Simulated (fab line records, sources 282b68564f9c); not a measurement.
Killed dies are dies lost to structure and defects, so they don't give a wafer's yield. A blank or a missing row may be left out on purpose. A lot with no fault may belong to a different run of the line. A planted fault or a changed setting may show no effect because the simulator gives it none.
Problem report, 8D (eight disciplines) form, completed by code    flow rit cmos    the parts of the form that need people (team, actions taken, sign-off) are left out

1. THE PROBLEM
Mean of heater power total W at RIT_M1_SOFTBAKE_05: 38.06 W across 6 wafers in 2 lots; on wafers with no fault it is 34.56 W (standard deviation 0.048). That is +73 standard deviations from the usual mean.
The step: time 60 s.
Seen first at day 6 22:10 on litho track-03, wafer L268.3. The record holds 42 wafers of 14 lots with a number at this step. Rule for "out" (also "out of limits"): further than 4 standard deviations from the usual mean. The other wafers with a number count as sound.

2. WHAT THIS IS AND IS NOT
question                     is                                  is not
which readings at this step  heater power total W, run length s  -
which lots                   L268, L270                          L252, L253, L256, L257, L258, L260, L263, L264, L267, L269, L271, L274
which wafers of those lots   all that have a number              -
read on which tools          litho track-03                      litho track-02, litho track-04
when                         from day 6 22:10                    up to then (27 sound wafers); but 9 sound wafers of L269, L271, L274 came after

3. SUSPECTS, AND WHAT RULES EACH OUT
Counting: any tool at a process step up to the reading is kept as a suspect provided that every lot that is out went through it and no sound lot did after the first of them.
- litho track-03 at RIT_M1_SOFTBAKE_05 (time 60 s): kept. Every lot that is out went through it, starting with L268 (day 6 22:10), and after that it ran no sound lot; the last sound lot it ran before then is L264 (day 6 02:49). Its own heater power total W, run length s readings are out on those wafers.
Remaining after the count: litho track-03 at RIT_M1_SOFTBAKE_05.

4. THE CAUSE (what the simulator had put in)
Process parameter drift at RIT_M1_SOFTBAKE_05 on litho track-03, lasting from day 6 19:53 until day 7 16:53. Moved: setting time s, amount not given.
Counting left only this tool.

5. THE EFFECT CHAIN, in route order
Each row: a reading where the mean over the struck wafers with a number is more than 3 standard deviations away from the usual. Only readings for which the record gives a usual standard deviation are gone through. hours: the time from each lot's start at the first step in this table that gives one to its start at this step, as a median over the lots. sigmas: the change in usual standard deviations.
hours  step                reading               usual    on struck wafers  change  sigmas
0      RIT_M1_SOFTBAKE_05  heater power total W  34.56 W  38.06             +3.50   +73
0      RIT_M1_SOFTBAKE_05  run length s          89.14 s  71.61             -17.53  -60
Here are the process steps it includes:
- RIT_M1_SOFTBAKE_05: time 60 s.

6. HOW IT WOULD HAVE BEEN CAUGHT EARLIER
2 hours passed between the start of the fault at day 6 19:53 and the first reading out of limits in this record, taken at day 6 22:10.
